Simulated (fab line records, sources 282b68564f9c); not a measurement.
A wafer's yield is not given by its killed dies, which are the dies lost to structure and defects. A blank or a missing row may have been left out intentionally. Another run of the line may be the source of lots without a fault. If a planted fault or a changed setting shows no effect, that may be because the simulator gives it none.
fab line records    flow rit_cmos
[record] lots = 5  wafers = 23
route steps=202 shown PSD@144 PLDD@159 NLDD@160 CONTACT@179 M1@192
start_h: the number of hours between the record's first day and the start of the first shown wafer of the lot    wait_h: hours since the lot's step before    " same as the row above    L1.1+2: a row that stands for several wafers    - value missing, or start not given    * or withheld: withheld    < > ~ a bound
route shown NAME@n: a module of which the file shows steps, and the number in the route of the first    usual: average and standard deviation across the fault-free wafers    same: alike in all rows    chamber/n: place in a boat    sites: readings site by site    _std_site: the values' standard deviation    _edge_site: outer sites' mean less inner sites'    radius_mm: for every site, how far away it sits from the centre of the wafer    mask NAME#n: copy n    behind: the most recent tool/chamber to have shaped the wafer    hold: why the lot went on hold/how many hours it stayed there/how the hold came to an end    device: whichever transistor did not switch (one of n, p or np)    end of line: tests run on the same wafers once the route is complete    a step without rows: its recipe alone    killed: dies that structure and defects cost at the first sort, which is not the same as the wafer's yield    map: per-die view of a wafer (x killed, . not killed, _ where there is no die)
set.NAME: the setting that was run; set.NAME@STEP: the one run at that earlier step    model.NAME: the simulator's own value behind a step, which no gauge read
lots whose settings were changed on purpose; a table a step, a row a wafer
[[steps]]
[step RIT_PSD_SOFTBAKE_02]
[recipe] resist = NOVOLAK  temp_c = 90  time_s = 60
lot.wafer   tool            chamber  start_h  wait_h  set.temp_c
L076.1+6    litho_track-03  0        64.14    0.1     88.79
L076.2+4+5  "               0        "        "       90
L077.1+3+5  litho_track-02  0        66.97    0.1     90
L077.2+4    "               0        "        "       92.52
L079.2+3+5  litho_track-02  0        85.21    0.1     90
L080.1+2    litho_track-03  0        85.57    0.1     87.64
L080.3+4+6  "               0        "        "       90
L081.1+2+5  litho_track-03  0        90.66    0.1     90
L081.3+6    "               0        "        "       88.73
[step RIT_PSD_EXPOSE_03]
[recipe] mask_id = M10  na = 0.57  target_cd_nm = 40900  dose_mj = 250
[step RIT_PSD_PEB_04]
[recipe] resist = NOVOLAK  temp_c = withheld  time_s = withheld
[step RIT_PSD_DEVELOP_05]
[recipe] resist = NOVOLAK  develop_time_s = 50  dev_temp_c = 23
lot.wafer  tool            chamber  start_h  wait_h  set.resist_thk_nm@PSD_COAT_01  model.NOVOLAK_of_PSD_COAT_01.thk_nm
L076.1     litho_track-01  0        -        -       1000                           1005
L076.2     "               0        "        "       1000                           1001
L076.4+5   "               0        "        "       1035                           1040
L076.6     "               0        "        "       1000                           1006
L077.1     litho_track-03  0        -        -       1000                           996.5
L077.2     "               0        "        "       1000                           989.3
L077.3     "               0        "        "       976.2                          969.5
L077.4     "               0        "        "       976.2                          964.4
L077.5     "               0        "        "       1000                           993.9
L079.2     litho_track-03  0        -        -       1000                           996.3
L079.3     "               0        "        "       1000                           997.7
L079.5     "               0        "        "       1000                           997.8
L080.1     litho_track-01  0        -        -       1000                           1010
L080.2     "               0        "        "       1000                           1009
L080.3     "               0        "        "       1000                           1003
L080.4     "               0        "        "       1000                           1004
L080.6     "               0        "        "       1000                           1001
L081.1     litho_track-03  0        -        -       1000                           1008
L081.2+6   "               0        "        "       1027                           1032
L081.3     "               0        "        "       1000                           1010
L081.5     "               0        "        "       1027                           1034
[step RIT_PSD_HARDBAKE_07]
[recipe] resist = NOVOLAK  temp_c = 140  time_s = 60
lot.wafer  tool            chamber  start_h  wait_h  set.resist_thk_nm@PSD_COAT_01  model.NOVOLAK_of_PSD_COAT_01.thk_nm
L076.1     litho_track-03  0        64.73    0.0     1000                           885.9
L076.2     "               0        "        "       1000                           885.3
L076.4     "               0        "        "       1035                           918.8
L076.5     "               0        "        "       1035                           918.6
L076.6     "               0        "        "       1000                           886.1
L077.1     litho_track-02  0        67.71    0.1     1000                           881
L077.2     "               0        "        "       1000                           880.6
L077.3     "               0        "        "       976.2                          857.4
L077.4     "               0        "        "       976.2                          858.7
L077.5     "               0        "        "       1000                           878.7
L079.2     litho_track-01  0        86.52    0.0     1000                           880.8
L079.3     "               0        "        "       1000                           882.1
L079.5     "               0        "        "       1000                           882.2
L080.1     litho_track-02  0        86.61    0.1     1000                           887.3
L080.2     "               0        "        "       1000                           886.8
L080.3     "               0        "        "       1000                           886.5
L080.4     "               0        "        "       1000                           887.9
L080.6     "               0        "        "       1000                           885.2
L081.1     litho_track-01  0        91.58    0.4     1000                           890.9
L081.2     "               0        "        "       1027                           911.7
L081.3     "               0        "        "       1000                           889.7
L081.5     "               0        "        "       1027                           913.5
L081.6     "               0        "        "       1027                           908.8
[step RIT_PSD_IMPLANT_08]
[recipe] species = BF2  energy_kev = 27.23  dose_cm2 = 5e+15  tilt_deg = 7
[step RIT_PSD_STRIP_09]
[recipe] chemistry = O2  time_s = 180  resist = NOVOLAK  platen_temp_c = withheld  power_w = 500  pressure_mtorr = 4000  o2_flow_sccm = 4000
[step RIT_SDANNEAL_RS_MEAS_06]
[recipe] thk_meas_gauge = four-point-probe
[usual] PLDD_RS = 178.9/0.51
lot.wafer  tool           chamber  start_h  wait_h  set.dose_cm2@PLDD_IMPLANT_08  PLDD_RS[ohm/sq]
L076.1     film_metro-03  -        65.93    0.1     9.282e+14                     175.1
L076.2     "              -        "        "       9e+14                         178.5
L076.4     "              -        "        "       9e+14                         178.2
L076.5     "              -        "        "       9.282e+14                     175.4
L076.6     "              -        "        "       9.282e+14                     175.2
L077.1     film_metro-04  -        68.91    0.1     9e+14                         178.6
L077.2     "              -        "        "       9e+14                         178.0
L077.3     "              -        "        "       9e+14                         178.8
L077.4     "              -        "        "       9e+14                         179.3
L077.5     "              -        "        "       9e+14                         178.8
L079.2     film_metro-03  -        87.71    0.1     9e+14                         179.1
L079.3     "              -        "        "       9e+14                         178.9
L079.5     "              -        "        "       9e+14                         180.0
L080.1     film_metro-04  -        87.85    0.1     9.26e+14                      175.9
L080.2     "              -        "        "       9e+14                         178.2
L080.3     "              -        "        "       9.26e+14                      175.6
L080.4     "              -        "        "       9e+14                         178.4
L080.6     "              -        "        "       9.26e+14                      175.7
L081.1     film_metro-01  -        92.78    0.1     8.625e+14                     183.1
L081.2     "              -        "        "       9e+14                         178.4
L081.3     "              -        "        "       9e+14                         178.8
L081.5     "              -        "        "       8.625e+14                     182.7
L081.6     "              -        "        "       9e+14                         178.5
[step RIT_SDANNEAL_RS_MEAS_07]
[recipe] thk_meas_gauge = four-point-probe
[usual] NLDD_RS = 151.7/0.38
lot.wafer  tool           chamber  start_h  wait_h  set.dose_cm2@NLDD_IMPLANT_08  NLDD_RS[ohm/sq]
L076.1     film_metro-03  -        66.05    0.1     5.119e+14                     148.8
L076.2     "              -        "        "       5e+14                         151.2
L076.4     "              -        "        "       5.119e+14                     148.6
L076.5     "              -        "        "       5e+14                         151.1
L076.6     "              -        "        "       5e+14                         151.6
L077.1     film_metro-04  -        69.03    0.1     5e+14                         151.9
L077.2     "              -        "        "       5e+14                         151.8
L077.3     "              -        "        "       5e+14                         151.7
L077.4     "              -        "        "       5e+14                         151.9
L077.5     "              -        "        "       5e+14                         151.0
L079.2     film_metro-03  -        87.83    0.1     5e+14                         151.9
L079.3     "              -        "        "       5e+14                         152.1
L079.5     "              -        "        "       5e+14                         152.0
L080.1     film_metro-04  -        87.97    0.1     5e+14                         151.0
L080.2     "              -        "        "       4.773e+14                     157.0
L080.3     "              -        "        "       5e+14                         151.4
L080.4     "              -        "        "       4.773e+14                     157.3
L080.6     "              -        "        "       4.773e+14                     157.0
L081.1     film_metro-01  -        92.90    0.1     5e+14                         151.4
L081.2     "              -        "        "       5e+14                         151.5
L081.3     "              -        "        "       5e+14                         151.6
L081.5     "              -        "        "       4.658e+14                     160.3
L081.6     "              -        "        "       4.658e+14                     160.0
[step RIT_CONTACT_ETCH_11]
[recipe] target_depth_a = 4800  over_etch_frac = 0.2  stop_on = TiSi2  chemistry = CHF3/CF4/Ar  target = SiO2  CHF3_flow_sccm = 50  cf4_flow_sccm = 10  Ar_flow_sccm = 100  O2_flow_sccm = 5  pressure_mtorr = 100  rf_w = 200  time_s = 320
lot.wafer  tool         chamber  start_h  wait_h  set.time_s  model.NOVOLAK_of_CONTACT_COAT_03.thk_nm
L076.1     rie_diel-04  3        68.27    0.1     320         766.3
L076.2     "            1        "        "       320         767.1
L076.4     "            2        "        "       320         766.5
L076.5     "            0        "        "       363         744.6
L076.6     "            3        "        "       363         752.2
L077.1     rie_diel-02  1        71.25    0.1     320         773.2
L077.2     "            3        "        "       278.9       783.4
L077.3     "            2        "        "       320         764.7
L077.4     "            0        "        "       278.9       787.6
L077.5     "            0        "        "       278.9       786.6
L079.2     rie_diel-02  2        89.83    0.1     320         767.3
L079.3     "            3        "        "       320         772.5
L079.5     "            1        "        "       320         778.3
L080.1     rie_diel-03  0        89.99    0.1     302.5       769.8
L080.2     "            2        "        "       320         767.1
L080.3     "            3        "        "       320         771.3
L080.4     "            1        "        "       302.5       774.5
L080.6     "            2        "        "       302.5       774.7
L081.1     rie_diel-04  1        95.07    0.1     320         763.2
L081.2     "            0        "        "       320         754.2
L081.3     "            2        "        "       320         761
L081.5     "            1        "        "       320         763.4
L081.6     "            2        "        "       320         763
[step RIT_M1_DEVELOP_08]
[recipe] resist = NOVOLAK  develop_time_s = 68  dev_temp_c = 23
lot.wafer   tool            chamber  start_h  wait_h  set.develop_time_s
L076.1+2+5  litho_track-04  0        -        -       68
L076.4+6    "               0        "        "       64.32
L077.1+4+5  litho_track-01  0        -        -       68
L077.2+3    "               0        "        "       63.94
L079.2+3+5  litho_track-03  0        -        -       68
L080.1+3    litho_track-03  0        -        -       68
L080.2+4+6  "               0        "        "       64.07
L081.1+2+3  litho_track-03  0        -        -       68
L081.5+6    "               0        "        "       64.89
[step RIT_M1_CD_MEAS_09]
[recipe] target_cd_nm = 2600
[usual] cd_nm = 2599.7/1.7
lot.wafer  tool       chamber  start_h  wait_h  set.develop_time_s@M1_DEVELOP_08  cd_nm
L076.1     cd_sem-02  -        70.60    -       68                                2599.6
L076.2     "          -        "        "       68                                2600.0
L076.4     "          -        "        "       64.32                             2605.9
L076.5     "          -        "        "       68                                2598.4
L076.6     "          -        "        "       64.32                             2602.8
L077.1     cd_sem-02  -        73.57    -       68                                2601.6
L077.2     "          -        "        "       63.94                             2605.5
L077.3     "          -        "        "       63.94                             2608.7
L077.4     "          -        "        "       68                                2600.5
L077.5     "          -        "        "       68                                2602.6
L079.2     cd_sem-02  -        92.15    -       68                                2604.7
L079.3     "          -        "        "       68                                2602.7
L079.5     "          -        "        "       68                                2602.5
L080.1     cd_sem-02  -        92.78    -       68                                2597.6
L080.2     "          -        "        "       64.07                             2604.9
L080.3     "          -        "        "       68                                2598.7
L080.4     "          -        "        "       64.07                             2604.7
L080.6     "          -        "        "       64.07                             2603.9
L081.1     cd_sem-02  -        97.37    -       68                                2596.0
L081.2     "          -        "        "       68                                2599.2
L081.3     "          -        "        "       68                                2597.1
L081.5     "          -        "        "       64.89                             2602.9
L081.6     "          -        "        "       64.89                             2602.7
[[key]]
[split] step = RIT_PSD_SOFTBAKE_02  setting = temp_c  stated = 90  by = wafer
response none clear
[split] step = RIT_CONTACT_ETCH_11  setting = time_s  stated = 320  by = wafer
[response] step = RIT_CONTACT_ETCH_11  reading = model.NOVOLAK_of_CONTACT_COAT_03.thk_nm  change = -1.29  per = 1%  r = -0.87
[split] step = RIT_M1_DEVELOP_08  setting = develop_time_s  stated = 68  by = wafer
[response] step = RIT_M1_CD_MEAS_09  reading = cd_nm  change = -1.02  per = 1%  r = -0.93
split outside_this_file step=RIT_NLDD_IMPLANT_08 setting=dose_cm2
split outside_this_file step=RIT_PLDD_IMPLANT_08 setting=dose_cm2
split outside_this_file step=RIT_PSD_COAT_01 setting=resist_thk_nm
// split outside_this_file: this setting was split too, and the file shows its column; the key of that split is in another file
